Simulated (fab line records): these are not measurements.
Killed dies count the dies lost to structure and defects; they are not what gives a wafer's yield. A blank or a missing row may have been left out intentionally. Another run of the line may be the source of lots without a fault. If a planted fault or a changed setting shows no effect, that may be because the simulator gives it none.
The tool behind it: which one? | flow berkeley cmos170 | 18 wafers from 6 lots sampled at 3 of the route's 331 steps

== WHAT THE GAUGES READ, wafer by wafer ==
UCB170_V2_THK_MEAS_04.
lot  | measured     | on            | V2_POLISHED_THK (nm)
L431 | day 8 19:14  | film metro-04 | 997.7 1001.3 1000.5
L437 | day 10 12:44 | film metro-03 | 1001.0 999.9 1000.0
L440 | day 10 16:33 | film metro-04 | 1001.9 1000.1 1001.3
L443 | day 11 18:23 | film metro-01 | 998.7 999.4 997.8
L445 | day 12 05:55 | film metro-01 | 1000.5 1002.1 1000.5
L452 | day 13 06:15 | film metro-03 | 999.5 999.1 999.7

== WHICH TOOL RAN EACH LOT (tool, then ch and the chambers of the sampled wafers, then the start) ==
lot  | UCB170_V1_CMP_02              | UCB170_M2_METAL_ETCH_18
L431 | cmp-02 ch 0,1,3, day 8 12:29  | rie metal-01 ch 0,1, day 8 18:12
L437 | cmp-02 ch 1,2, day 10 06:02   | rie metal-02 ch 0, day 10 11:41
L440 | cmp-01 ch 1,2,3, day 10 09:07 | rie metal-01 ch 0,1, day 10 15:33
L443 | cmp-01 ch 0,1, day 11 11:55   | rie metal-03 ch 0,1, day 11 17:23
L445 | cmp-01 ch 0,1,2, day 11 23:43 | rie metal-03 ch 0,1, day 12 04:52
L452 | cmp-02 ch 0,1, day 12 23:43   | rie metal-03 ch 1, day 13 05:13
- UCB170_V1_CMP_02: polishes SiO2.
- UCB170_M2_METAL_ETCH_18: etches Al in Cl2/BCl3, stops on SiO2, target depth 1170 nm, time 195 s.

== THE ANSWER, worked out from the rows above alone ==
Rule: what is usual is taken from the lots themselves. Put in order of their means at a reading, lots are off if they are a third of the lots or fewer, leave a main group of 4 or more, and stand apart from it by a gap of 3 or more times the standard deviation of the main group's means; of several such gaps the widest counts. A main group whose means are all the same, to the digits that the tables above print for the reading, isn't used. Also off: a lot with no number at a reading for which 4 or more lots have one. Any other lot the step has rows for is counted as sound.
No lot is off at any reading shown: from this, nothing can be told.

== WHAT WAS PUT IN BY THE SIMULATOR ==
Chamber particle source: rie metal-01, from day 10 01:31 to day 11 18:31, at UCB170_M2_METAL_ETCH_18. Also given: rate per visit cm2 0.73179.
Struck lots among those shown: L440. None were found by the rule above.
